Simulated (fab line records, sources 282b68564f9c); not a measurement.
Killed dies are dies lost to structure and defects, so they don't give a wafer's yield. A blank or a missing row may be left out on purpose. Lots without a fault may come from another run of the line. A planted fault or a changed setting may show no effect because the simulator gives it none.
Tool commonality check | flow rit_cmos | 14 lots, 42 wafers sampled

WHY IT WAS OPENED
At RIT_ACTIVE_THK_MEAS_02 the reading ACTIVE_OXIDE_THK is flagged on 2 of 14 lots. Wafers without a fault read 46.6 nm, standard deviation 1.
Rule: a lot is flagged when every wafer of it that has a number lies more than 4 standard deviations from that mean, or none has a number. The other lots count as sound.

lot  | measured    | on            | ACTIVE_OXIDE_THK (nm), wafer by wafer | flag
L519 | day 1 12:11 | film_metro-03 | 45.7 45.0 45.9                        |
L520 | day 1 17:04 | film_metro-04 | 48.5 48.1 48.5                        |
L522 | day 2 04:13 | film_metro-03 | 49.0 48.3 46.9                        |
L524 | day 2 13:56 | film_metro-03 | 48.2 47.6 46.9                        |
L525 | day 2 18:04 | film_metro-02 | 46.8 46.5 46.0                        |
L527 | day 3 06:05 | film_metro-02 | 45.4 44.8 45.1                        |
L529 | day 3 14:26 | film_metro-03 | 45.7 44.9 44.9                        |
L530 | day 3 20:21 | film_metro-02 | 47.1 48.1 47.7                        |
L531 | day 4 00:41 | film_metro-04 | 47.2 46.7 46.2                        |
L532 | day 4 05:03 | film_metro-03 | 46.8 47.2 47.6                        |
L533 | day 4 13:24 | film_metro-03 | 47.4 47.4 46.7                        |
L535 | day 4 20:03 | film_metro-03 | 47.2 47.1 46.6                        |
L541 | day 6 05:11 | film_metro-03 | 31.7 32.8 31.8                        | FLAGGED
L542 | day 6 10:49 | film_metro-02 | 32.7 33.0 32.9                        | FLAGGED
The numbers of the flagged lots are 32.5 nm on average: -14.1 nm against the usual, or -14 standard deviations.

WHICH TOOL RAN EACH LOT
The record holds 1 process step before the reading, out of a route of 202 steps. In each cell: the tool, then ch and the chambers that the sampled wafers went through, then the start.
lot  | flag    | RIT_ACTIVE_OXIDATION_01
L519 |         | furnace-01 ch 0, day 1 10:15
L520 |         | furnace-03 ch 0, day 1 15:07
L522 |         | furnace-03 ch 0, day 2 02:16
L524 |         | furnace-03 ch 0, day 2 12:01
L525 |         | furnace-04 ch 0, day 2 16:07
L527 |         | furnace-04 ch 0, day 3 04:08
L529 |         | furnace-04 ch 0, day 3 12:29
L530 |         | furnace-01 ch 0, day 3 18:25
L531 |         | furnace-01 ch 0, day 3 22:44
L532 |         | furnace-03 ch 0, day 4 03:07
L533 |         | furnace-03 ch 0, day 4 11:27
L535 |         | furnace-03 ch 0, day 4 18:07
L541 | FLAGGED | furnace-01 ch 0, day 6 03:14
L542 | FLAGGED | furnace-01 ch 0, day 6 08:53
What these steps do:
- RIT_ACTIVE_OXIDATION_01: target thk 46.8 nm, ox time 3360 s.
- RIT_ACTIVE_THK_MEAS_02

FLAGGED OVER TOTAL, TOOL BY TOOL (the gauges that took the reading come last)
step                    | tool          | lots run | flagged | share of the flagged lots | sound lots run after its first flagged lot
RIT_ACTIVE_OXIDATION_01 | furnace-01    | 5        | 2       | all                       | 0
RIT_ACTIVE_OXIDATION_01 | furnace-03    | 6        | 0       | none                      | -
RIT_ACTIVE_OXIDATION_01 | furnace-04    | 3        | 0       | none                      | -
RIT_ACTIVE_THK_MEAS_02  | film_metro-02 | 4        | 1       | some                      | 0
RIT_ACTIVE_THK_MEAS_02  | film_metro-03 | 8        | 1       | some                      | 0
RIT_ACTIVE_THK_MEAS_02  | film_metro-04 | 2        | 0       | none                      | -

WHAT THE TABLE ALLOWS
1 row of the table ran every flagged lot: furnace-01 at RIT_ACTIVE_OXIDATION_01.
- furnace-01 at RIT_ACTIVE_OXIDATION_01: 2 of its 5 lots flagged. Its last sound lot is L531 (day 3 22:44), its first flagged lot L541 (day 6 03:14): a fault that began between those two fits. Its own readings lie more than 4 standard deviations out on every wafer of the flagged lots: spike_tc_centre_C, spike_tc_load_C, spike_tc_source_C, tube_center_temp_C, tube_center_temp_C_max, zone_power_load_pct.
One tool is left: furnace-01 at RIT_ACTIVE_OXIDATION_01.

WHAT THE SIMULATOR HAD PUT IN
Process parameter drift: furnace-01, from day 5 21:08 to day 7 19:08, at RIT_ACTIVE_OXIDATION_01. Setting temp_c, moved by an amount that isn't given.
Lots struck among those shown: L541, L542. The rule above found the same.
